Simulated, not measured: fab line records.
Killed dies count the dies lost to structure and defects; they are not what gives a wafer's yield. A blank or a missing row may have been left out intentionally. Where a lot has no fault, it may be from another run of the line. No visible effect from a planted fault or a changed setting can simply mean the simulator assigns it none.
Which of the tools did it? + flow berkeley_cmos170 + 7 lots (21 wafers sampled), 1 step of a 331-step route

WHAT EACH GAUGE READ, for each wafer
UCB170_PWELL_OVL_MEAS_13.
| lot  | measured    | on         | PWELL_OVL (nm) |
|------|-------------|------------|----------------|
| L531 | day 3 15:43 | overlay-02 | -1 -4 0        |
| L534 | day 4 06:10 | overlay-01 | -3 -1 -8       |
| L536 | day 4 15:23 | overlay-02 | -17 -15 -8     |
| L538 | day 5 01:39 | overlay-01 | -1 -5 -9       |
| L541 | day 5 13:50 | overlay-02 | 3 -1 1         |
| L551 | day 8 05:44 | overlay-01 | -17 -8 -9      |
| L553 | day 8 10:01 | overlay-01 | 4 -1 1         |

WHICH TOOL RAN EACH LOT (tool, then ch and the chambers of the sampled wafers, then the start)
Before these readings, the record contains no process step.

THE ANSWER, worked out from the rows above alone
Rule: the usual values come from the lots themselves. The widest of any qualifying gaps counts: lots, ordered by their means at a reading, are off when they make up no more than a third of the lots, leave a main group of 4 or more, and stand apart from it by 3 or more times the standard deviation of that group's means. A main group whose means are all the same, to the digits that the tables above print for the reading, isn't used. Also off: a lot with no number at a reading for which 4 or more lots have one. The other lots that the step has rows for count as sound.
No lot is off on any of the readings shown, so nothing can be concluded from this.

WHAT THE SIMULATOR HAD INSERTED
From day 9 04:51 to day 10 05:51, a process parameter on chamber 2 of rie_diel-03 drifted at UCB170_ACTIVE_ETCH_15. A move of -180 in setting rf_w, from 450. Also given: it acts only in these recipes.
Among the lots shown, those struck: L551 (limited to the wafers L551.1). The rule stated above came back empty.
